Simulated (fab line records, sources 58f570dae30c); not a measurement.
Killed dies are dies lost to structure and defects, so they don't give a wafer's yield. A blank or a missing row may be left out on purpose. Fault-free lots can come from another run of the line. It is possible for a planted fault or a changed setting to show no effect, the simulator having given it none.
Lot-split experiment / flow berkeleyCmos170 / route with 331 steps; 5 lots, 23 wafers read

== THE SPLIT ==
At UCB170_WELLDRIVE_OXIDATION_01 (target thk 199 nm, ox time 9000 s), the setting oxTimeS was moved away from the recipe's 9000 s on 10 of the 23 wafers read, by +8.1% to +8.1%. The other wafers ran this setting at the recipe's value.

The reading comes from the split's own step.

== THE READING ==
SiO2_of_WELLDRIVE_OXIDATION_01.thkNm (the simulator's own value, which no gauge read), in nm, at UCB170_WELLDRIVE_OXIDATION_01 (target thk 199 nm, ox time 9000 s). The file gives no usual value for it. Across the 13 wafers here that went through the recipe, the average is 197.9 nm and the standard deviation 3.4 nm.

wafer=L075.1; tool, chamber at the split=-, -; oxTimeS as run, s=9000; against the recipe=recipe; SiO2_of_WELLDRIVE_OXIDATION_01.thkNm, nm=194.9; against lot-mates on the recipe=-
wafer=L075.2; tool, chamber at the split=-, -; oxTimeS as run, s=9000; against the recipe=recipe; SiO2_of_WELLDRIVE_OXIDATION_01.thkNm, nm=193.4; against lot-mates on the recipe=-
wafer=L075.3; tool, chamber at the split=-, -; oxTimeS as run, s=9000; against the recipe=recipe; SiO2_of_WELLDRIVE_OXIDATION_01.thkNm, nm=195; against lot-mates on the recipe=-
wafer=L075.5; tool, chamber at the split=-, -; oxTimeS as run, s=9000; against the recipe=recipe; SiO2_of_WELLDRIVE_OXIDATION_01.thkNm, nm=196.1; against lot-mates on the recipe=-
wafer=L075.6; tool, chamber at the split=-, -; oxTimeS as run, s=9000; against the recipe=recipe; SiO2_of_WELLDRIVE_OXIDATION_01.thkNm, nm=193.9; against lot-mates on the recipe=-
wafer=L076.1; tool, chamber at the split=-, -; oxTimeS as run, s=9000; against the recipe=recipe; SiO2_of_WELLDRIVE_OXIDATION_01.thkNm, nm=194.8; against lot-mates on the recipe=-
wafer=L076.3; tool, chamber at the split=-, -; oxTimeS as run, s=9000; against the recipe=recipe; SiO2_of_WELLDRIVE_OXIDATION_01.thkNm, nm=202.3; against lot-mates on the recipe=-
wafer=L076.4; tool, chamber at the split=-, -; oxTimeS as run, s=9000; against the recipe=recipe; SiO2_of_WELLDRIVE_OXIDATION_01.thkNm, nm=198.5; against lot-mates on the recipe=-
wafer=L076.5; tool, chamber at the split=-, -; oxTimeS as run, s=9000; against the recipe=recipe; SiO2_of_WELLDRIVE_OXIDATION_01.thkNm, nm=197.6; against lot-mates on the recipe=-
wafer=L076.6; tool, chamber at the split=-, -; oxTimeS as run, s=9000; against the recipe=recipe; SiO2_of_WELLDRIVE_OXIDATION_01.thkNm, nm=199.5; against lot-mates on the recipe=-
wafer=L077.2; tool, chamber at the split=-, -; oxTimeS as run, s=9727; against the recipe=+8.1%; SiO2_of_WELLDRIVE_OXIDATION_01.thkNm, nm=207.8; against lot-mates on the recipe=no lot-mate on the recipe
wafer=L077.3; tool, chamber at the split=-, -; oxTimeS as run, s=9727; against the recipe=+8.1%; SiO2_of_WELLDRIVE_OXIDATION_01.thkNm, nm=206.5; against lot-mates on the recipe=no lot-mate on the recipe
wafer=L077.4; tool, chamber at the split=-, -; oxTimeS as run, s=9727; against the recipe=+8.1%; SiO2_of_WELLDRIVE_OXIDATION_01.thkNm, nm=206.4; against lot-mates on the recipe=no lot-mate on the recipe
wafer=L077.5; tool, chamber at the split=-, -; oxTimeS as run, s=9727; against the recipe=+8.1%; SiO2_of_WELLDRIVE_OXIDATION_01.thkNm, nm=206.4; against lot-mates on the recipe=no lot-mate on the recipe
wafer=L077.6; tool, chamber at the split=-, -; oxTimeS as run, s=9727; against the recipe=+8.1%; SiO2_of_WELLDRIVE_OXIDATION_01.thkNm, nm=204.1; against lot-mates on the recipe=no lot-mate on the recipe
wafer=L079.1; tool, chamber at the split=-, -; oxTimeS as run, s=9726; against the recipe=+8.1%; SiO2_of_WELLDRIVE_OXIDATION_01.thkNm, nm=213.3; against lot-mates on the recipe=no lot-mate on the recipe
wafer=L079.2; tool, chamber at the split=-, -; oxTimeS as run, s=9726; against the recipe=+8.1%; SiO2_of_WELLDRIVE_OXIDATION_01.thkNm, nm=209.7; against lot-mates on the recipe=no lot-mate on the recipe
wafer=L079.3; tool, chamber at the split=-, -; oxTimeS as run, s=9726; against the recipe=+8.1%; SiO2_of_WELLDRIVE_OXIDATION_01.thkNm, nm=209.3; against lot-mates on the recipe=no lot-mate on the recipe
wafer=L079.5; tool, chamber at the split=-, -; oxTimeS as run, s=9726; against the recipe=+8.1%; SiO2_of_WELLDRIVE_OXIDATION_01.thkNm, nm=210.4; against lot-mates on the recipe=no lot-mate on the recipe
wafer=L079.6; tool, chamber at the split=-, -; oxTimeS as run, s=9726; against the recipe=+8.1%; SiO2_of_WELLDRIVE_OXIDATION_01.thkNm, nm=213.6; against lot-mates on the recipe=no lot-mate on the recipe
wafer=L084.1; tool, chamber at the split=furnace-02, 0; oxTimeS as run, s=9000; against the recipe=recipe; SiO2_of_WELLDRIVE_OXIDATION_01.thkNm, nm=202.5; against lot-mates on the recipe=-
wafer=L084.3; tool, chamber at the split=furnace-02, 0; oxTimeS as run, s=9000; against the recipe=recipe; SiO2_of_WELLDRIVE_OXIDATION_01.thkNm, nm=200.4; against lot-mates on the recipe=-
wafer=L084.6; tool, chamber at the split=furnace-02, 0; oxTimeS as run, s=9000; against the recipe=recipe; SiO2_of_WELLDRIVE_OXIDATION_01.thkNm, nm=204; against lot-mates on the recipe=-

FIT RESULTS
A straight line over all 23 wafers: SiO2_of_WELLDRIVE_OXIDATION_01.thkNm changes by +1.34 nm for each +1% of oxTimeS; r = +0.86; the points scatter about the line by 3.4 nm.
Too few moved wafers with a lot-mate on the recipe to fit a line net of each lot's own level.

== THE FILE'S OWN FIT ==
SiO2_of_WELLDRIVE_OXIDATION_01.thkNm changes by +1.34 nm for each +1% of oxTimeS, r = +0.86.
